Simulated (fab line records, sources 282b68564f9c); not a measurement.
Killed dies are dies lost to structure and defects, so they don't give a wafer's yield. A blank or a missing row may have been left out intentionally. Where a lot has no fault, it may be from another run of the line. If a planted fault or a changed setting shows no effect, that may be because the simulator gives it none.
Struck lot and sound lot, side by side ; flow ritCmos ; 34 steps out of a route of 202
Sound: wafers L501.2, L501.3, L501.5. Struck: wafers L513.1, L513.5, L513.6. The cause is named last.
Order at every step that has rows: each side's tool, ch and its chambers, its first start. Under that, the readings that differ: sound wafers ; struck wafers ; difference of the means ; sigmas: that difference in standard deviations of wafers without a fault.
alike: words and numbers the same on both sides, and readings whose means are apart by under 2 such deviations; not compared: readings that were withheld, readings missing a value for some wafer, numbers with overlapping values and no deviation given by the record, and bounds like >300 which may hide the same value.
The two part at a step that has a row with sigmas, a row that says differs or no value, or rows on one side only. When numbers do not overlap yet have no deviation, they are printed without sigmas and do not part them. A reading that every wafer of one side lacks parts them only if that side has two wafers or more.

first, 2 steps without rows for these wafers: RIT_SPACER_CLEAN_02 (cleans in SC2, time 600 s); RIT_SPACER_CVD_03 (deposits Si3N4 from SiH2Cl2/NH3, target thk 250 nm, time 3300 s).
RIT_SPACER_THK_MEAS_04:
  sound: filmMetro-03 at day 3 03:32; struck: filmMetro-01 at day 5 09:44
  alike: SPACER_NITRIDE_THK
RIT_SPACER_ETCHBACK_05: etches Si3N4 in SF6/CHF3, stops on SiO2, target depth 250 nm, time 240 s.
  sound on rieDiel-04 ch 1,2,3, day 3 03:35; struck on rieDiel-01 ch 0,2,3, day 5 09:47
  alike: drypumpMotorCurrentA, oesProductAu, throttleValvePct
  not compared: rfHoursCounterH
then, 6 steps without rows for these wafers: RIT_NSD_HMDS_00 (prime time 60 s); RIT_NSD_COAT_01 (resist thk 1000 nm); RIT_NSD_SOFTBAKE_02 (time 60 s); RIT_NSD_EXPOSE_03 (exposes mask M9, target cd 40700 nm); RIT_NSD_PEB_04; RIT_NSD_DEVELOP_05 (develop time 50 s).
RIT_NSD_OVL_MEAS_06:
  sound: overlay-02 at day 3 04:35; struck: overlay-01 at day 5 10:55
  alike: NSD_OVL
then, 1 step without rows for these wafers: RIT_NSD_HARDBAKE_07 (time 60 s).
RIT_NSD_IMPLANT_08:
  sound on implanter-03 ch 0, day 3 04:48; struck on implanter-04 ch 0, day 5 11:07
reading;sound;struck;difference;sigmas
doseIonsCm2;9.999e+14 9.999e+14 9.995e+14;1.0432e+15 1.0412e+15 1.0432e+15;+4.2767e+13;+43
RIT_NSD_STRIP_09: strips in O2, time 180 s.
  sound on plasmaAsher-01 ch 0,1, day 3 04:55; struck on plasmaAsher-01 ch 0,1, day 5 11:16
  alike: drypumpMotorCurrentA
  not compared: rfHoursCounterH
RIT_NSD_TW_MEAS_10:
  sound: filmMetro-03 at day 3 05:07; struck: filmMetro-04 at day 5 11:26
reading;sound;struck;difference;sigmas
NSD_TW;3078 3071 3056;3138 3131 3140;+68;+2
then, 6 steps without rows for these wafers: RIT_PSD_HMDS_00 (prime time 60 s); RIT_PSD_COAT_01 (resist thk 1000 nm); RIT_PSD_SOFTBAKE_02 (time 60 s); RIT_PSD_EXPOSE_03 (exposes mask M10, target cd 40900 nm); RIT_PSD_PEB_04; RIT_PSD_DEVELOP_05 (develop time 50 s).
RIT_PSD_OVL_MEAS_06:
  sound: overlay-01 at day 3 06:01; struck: overlay-01 at day 5 12:20
  alike: PSD_OVL
then, 2 steps without rows for these wafers: RIT_PSD_HARDBAKE_07 (time 60 s); RIT_PSD_IMPLANT_08.
RIT_PSD_STRIP_09: strips in O2, time 180 s.
  sound on plasmaAsher-04 ch 0,1, day 3 06:21; struck on plasmaAsher-01 ch 0,1, day 5 12:41
  alike: drypumpMotorCurrentA
  not compared: rfHoursCounterH
RIT_PSD_TW_MEAS_10:
  sound: filmMetro-03 at day 3 06:32; struck: filmMetro-01 at day 5 12:51
  alike: PSD_TW
then, 3 steps without rows for these wafers: RIT_SDANNEAL_CLEAN_00 (cleans in SC1, time 600 s); RIT_SDANNEAL_CLEAN_01 (cleans in dHF, time 30 s); RIT_SDANNEAL_CLEAN_02 (cleans in SC2, time 600 s).
RIT_SDANNEAL_RTA_03: time 5 s.
  sound on rtpAnneal-02 ch 0, day 3 06:59; struck on rtpAnneal-02 ch 0, day 5 13:19
  alike: wafer_temp_C_max
RIT_SDANNEAL_RS_MEAS_04: measurement is done with a four-point probe.
  sound: filmMetro-03 at day 3 07:04; struck: filmMetro-03 at day 5 13:22
  alike: PSD_RS
RIT_SDANNEAL_RS_MEAS_05: measurement is done with a four-point probe.
  sound: filmMetro-03 at day 3 07:11; struck: filmMetro-03 at day 5 13:29
reading;sound;struck;difference;sigmas
NSD_RS (ohm/sq);84.57 84.85 84.77;81.89 82.05 81.99;-2.75;-9
RIT_SDANNEAL_RS_MEAS_06: measurement is done with a four-point probe.
  sound: filmMetro-03 at day 3 07:18; struck: filmMetro-03 at day 5 13:37
  alike: PLDD_RS
RIT_M1_PROBE_99:
  sound: prober-02 at day 3 14:31; struck: prober-02 at day 5 20:42
reading;sound;struck;difference;sigmas
model.etest.contactNplus.endOhmUm;41.46 41.25 41.69;37.98 38.61 38.31;-3.17;
  alike: killedAtContacts, killedAtFrontEnd, killedDies, killedOpen, killedShort

WHERE THEY PART
Last at RIT_SDANNEAL_RS_MEAS_05 as far as this record goes, first at RIT_NSD_IMPLANT_08. Later steps at which nothing parts them and some readings are alike: RIT_SDANNEAL_RS_MEAS_06, RIT_M1_PROBE_99.

WHY: whatever the simulator had introduced
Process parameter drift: implanter-04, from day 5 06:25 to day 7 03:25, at RIT_NSD_IMPLANT_08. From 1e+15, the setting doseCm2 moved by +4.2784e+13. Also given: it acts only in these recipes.
